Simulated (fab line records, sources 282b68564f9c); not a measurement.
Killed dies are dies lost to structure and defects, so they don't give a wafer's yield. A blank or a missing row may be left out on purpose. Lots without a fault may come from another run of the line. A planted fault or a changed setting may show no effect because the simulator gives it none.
Which tool did it? | flow rit_cmos | 14 lots, 42 wafers sampled, at 2 steps of a route of 202

WHAT THE GAUGES READ, wafer by wafer
RIT_GATE_CD_MEAS_16: target cd 150 nm. Usual: cd_nm 148.7 nm, standard deviation 2.9.
lot  | measured    | on        | cd_nm (nm)        | flag
L763 | day 2 23:02 | cd_sem-01 | 148.1 144.6 145.2 |
L764 | day 3 02:19 | cd_sem-01 | 146.0 146.4 148.5 |
L765 | day 3 08:47 | cd_sem-02 | 147.7 147.4 149.4 |
L766 | day 3 12:07 | cd_sem-02 | 144.1 141.1 144.2 |
L768 | day 3 23:57 | cd_sem-01 | 150.9 150.5 151.5 |
L769 | day 4 01:52 | cd_sem-01 | 147.1 148.7 147.1 |
L771 | day 4 11:19 | cd_sem-01 | 150.2 152.0 147.8 |
L772 | day 4 17:10 | cd_sem-01 | 145.1 145.3 144.7 |
L773 | day 4 21:07 | cd_sem-01 | 149.3 147.9 150.7 |
L775 | day 5 06:15 | cd_sem-02 | 145.3 147.5 145.5 |
L776 | day 5 09:49 | cd_sem-01 | 152.9 148.4 150.0 |
L779 | day 6 01:53 | cd_sem-02 | 102.4 94.8 121.8  | OFF
L780 | day 6 07:35 | cd_sem-02 | 109.8 82.9 104.2  | OFF
L781 | day 6 11:26 | cd_sem-02 | 146.1 143.7 145.0 |

WHICH TOOL RAN EACH LOT (tool, then ch and the chambers of the sampled wafers, then the start)
lot  | RIT_GATE_EXPOSE_13
L763 | iline_stepper-02 ch 0, day 2 22:38
L764 | iline_stepper-01 ch 0, day 3 01:55
L765 | iline_stepper-01 ch 0, day 3 08:23
L766 | iline_stepper-02 ch 0, day 3 11:43
L768 | iline_stepper-02 ch 0, day 3 23:33
L769 | iline_stepper-01 ch 0, day 4 01:28
L771 | iline_stepper-01 ch 0, day 4 10:55
L772 | iline_stepper-02 ch 0, day 4 16:46
L773 | iline_stepper-01 ch 0, day 4 20:43
L775 | iline_stepper-01 ch 0, day 5 05:51
L776 | iline_stepper-01 ch 0, day 5 09:25
L779 | iline_stepper-01 ch 0, day 6 01:29
L780 | iline_stepper-01 ch 0, day 6 07:04
L781 | iline_stepper-02 ch 0, day 6 11:02
- RIT_GATE_EXPOSE_13: exposes mask M6, target cd 150 nm.

WHAT THE TOOLS THEMSELVES READ (means of the sampled wafers that have a number; where no wafer has one, the mark that the record gives instead)
RIT_GATE_EXPOSE_13. Usual: exposure_dose_mJ_cm2 380.0, standard deviation 0.4.
lot  | tool             | exposure_dose_mJ_cm2 | flag
L763 | iline_stepper-02 | 380.3                |
L764 | iline_stepper-01 | 380.1                |
L765 | iline_stepper-01 | 379.8                |
L766 | iline_stepper-02 | 379.5                |
L768 | iline_stepper-02 | 379.7                |
L769 | iline_stepper-01 | 379.7                |
L771 | iline_stepper-01 | 380.3                |
L772 | iline_stepper-02 | 380.3                |
L773 | iline_stepper-01 | 380.2                |
L775 | iline_stepper-01 | 380.2                |
L776 | iline_stepper-01 | 379.9                |
L779 | iline_stepper-01 | 370.5                | OFF
L780 | iline_stepper-01 | 363.2                | OFF
L781 | iline_stepper-02 | 380.1                |

THE ANSWER, worked out from the rows above alone
Rule: a lot is off if the mean of its wafers that have a number lies more than 3 standard deviations from the usual mean. A lot without any number at a reading at which 4 lots or more have one is off too. The other lots that the step has rows for count as sound. The gauges are gone through in route order, then the tools' own readings, and for those a lot's mean is taken as printed above. The first step at which some lot is off is used, and at that step the reading that is off furthest; a lot without a number counts as furthest.
Off: L779, L780, at RIT_GATE_CD_MEAS_16 (cd_nm).
A tool fits if, at a process step before that reading, it ran every lot that is off, and no sound lot after the first of them. The gauges at RIT_GATE_CD_MEAS_16 aren't tried: what is off there is off at RIT_GATE_EXPOSE_13 too, on other tools, and a gauge's error can't cause that. One fits: iline_stepper-01 at RIT_GATE_EXPOSE_13. Its last sound lot is L776 (day 5 09:25), its first lot that is off L779 (day 6 01:29): a fault that began between those two fits.
The tool's own readings at RIT_GATE_EXPOSE_13 bear it out: on the lots that are off they differ by more than 5 times the standard deviation of the sound lots' means. exposure_dose_mJ_cm2 reads 366.9 there against 380.0 on the sound lots.

WHAT THE SIMULATOR HAD PUT IN
Process parameter drift: iline_stepper-01, from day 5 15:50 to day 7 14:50, at RIT_GATE_EXPOSE_13. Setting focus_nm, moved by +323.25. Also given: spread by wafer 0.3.
Lots struck among those shown: L779, L780. The rule above found the same.
